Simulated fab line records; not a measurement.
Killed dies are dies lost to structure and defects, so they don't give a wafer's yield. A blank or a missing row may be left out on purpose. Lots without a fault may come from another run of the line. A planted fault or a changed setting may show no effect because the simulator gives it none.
Which tool was responsible? -- flow berkeleyCmos170 -- 39 wafers from 13 lots sampled at 3 of the route's 331 steps

WHAT EACH GAUGE READ, for each wafer
UCB170_M1_OVL_MEAS_10.
lot,measured,on,M1_OVL (nm)
L789,day 7 23:22,overlay-01,-2 -3 0
L794,day 9 05:22,overlay-01,-1 -4 -1
L795,day 9 04:48,overlay-02,-9 -8 -11
L796,day 9 10:03,overlay-01,-8 -7 -2
L798,day 10 06:49,overlay-01,1 -4 -2
L799,day 10 08:10,overlay-02,-2 -8 -1
L800,day 10 16:19,overlay-01,-4 2 -3
L802,day 10 18:07,overlay-02,-3 3 2
L804,day 11 09:42,overlay-02,-5 -8 -11
L805,day 11 05:06,overlay-01,-10 -13 -13
L803,day 11 08:53,overlay-01,-4 -13 -10
L806,day 11 14:13,overlay-02,-3 3 -7
L811,day 12 17:05,overlay-01,-6 -2 -5

UCB170_V1_CD_MEAS_90 targets a cd of 700 nm.
lot,measured,on,cdNm (nm)
L789,day 8 08:26,cdSem-02,699.2 699.8 700.6
L794,day 9 10:10,cdSem-01,698.6 700.8 700.1
L795,day 9 08:52,cdSem-02,701.9 703.7 702.2
L796,day 9 14:04,cdSem-02,700.6 701.6 700.8
L798,day 10 10:46,cdSem-02,698.6 699.3 698.8
L799,day 10 12:15,cdSem-02,700.6 699.5 700.0
L800,day 10 21:32,cdSem-02,702.8 701.1 700.4
L802,day 10 22:44,cdSem-01,701.5 701.5 700.9
L804,day 11 14:24,cdSem-02,702.0 698.5 699.0
L805,day 11 09:22,cdSem-01,700.0 698.8 701.7
L803,day 11 12:56,cdSem-02,698.0 698.4 697.5
L806,day 11 18:22,cdSem-01,700.8 701.3 701.3
L811,day 12 23:02,cdSem-02,698.6 698.2 700.1

WHICH TOOL RAN EACH LOT (tool, then ch and the chambers of the sampled wafers, then the start)
lot,UCB170_SCREENOX_WET_ETCH_00
L789,"wetBench-04 ch 3, day 5 09:38"
L794,"wetBench-04 ch 3, day 7 00:51"
L795,"wetBench-04 ch 0, day 7 00:51"
L796,"wetBench-03 ch 2, day 7 06:27"
L798,"wetBench-03 ch 1, day 7 21:48"
L799,"wetBench-03 ch 3, day 7 21:48"
L800,"wetBench-03 ch 1, day 8 05:05"
L802,"wetBench-03 ch 2, day 8 05:05"
L804,"wetBench-03 ch 0, day 8 21:34"
L805,"wetBench-03 ch 0, day 8 21:34"
L803,"wetBench-03 ch 3, day 8 21:38"
L806,"wetBench-03 ch 3, day 9 15:10"
L811,"wetBench-03 ch 0, day 10 13:12"
- UCB170_SCREENOX_WET_ETCH_00: etches SiO2 in dHF, time 200 s.

AS READ BY THE TOOLS THEMSELVES (means over the sampled wafers that have a number; for cases with no such wafer, the mark the record gives instead)
UCB170_SCREENOX_WET_ETCH_00.
lot,tool,tempC (C)
L789,wetBench-04,24.99
L794,wetBench-04,24.88
L795,wetBench-04,24.89
L796,wetBench-03,24.99
L798,wetBench-03,25.02
L799,wetBench-03,24.93
L800,wetBench-03,24.98
L802,wetBench-03,25.02
L804,wetBench-03,24.99
L805,wetBench-03,25.12
L803,wetBench-03,25.11
L806,wetBench-03,25.14
L811,wetBench-03,25.00

THE ANSWER, worked out from the rows above alone
Rule: the usual values come from the lots themselves. The widest of any qualifying gaps counts: lots, ordered by their means at a reading, are off when they make up no more than a third of the lots, leave a main group of 4 or more, and stand apart from it by 3 or more times the standard deviation of that group's means. The tables above print the reading to a certain number of digits; a main group whose means all agree to those digits is not used. A lot without any number at a reading at which 4 lots or more have one is off too. All remaining lots with rows at the step are treated as sound. First the gauges in route order, then the tools' own readings, where a lot's mean is used as printed above. At the first step where some lot is off, the reading lying furthest off is the one used; lots without a number count as furthest.
No lot is off on any of the readings shown, so nothing can be concluded from this.

WHAT WAS PUT IN BY THE SIMULATOR
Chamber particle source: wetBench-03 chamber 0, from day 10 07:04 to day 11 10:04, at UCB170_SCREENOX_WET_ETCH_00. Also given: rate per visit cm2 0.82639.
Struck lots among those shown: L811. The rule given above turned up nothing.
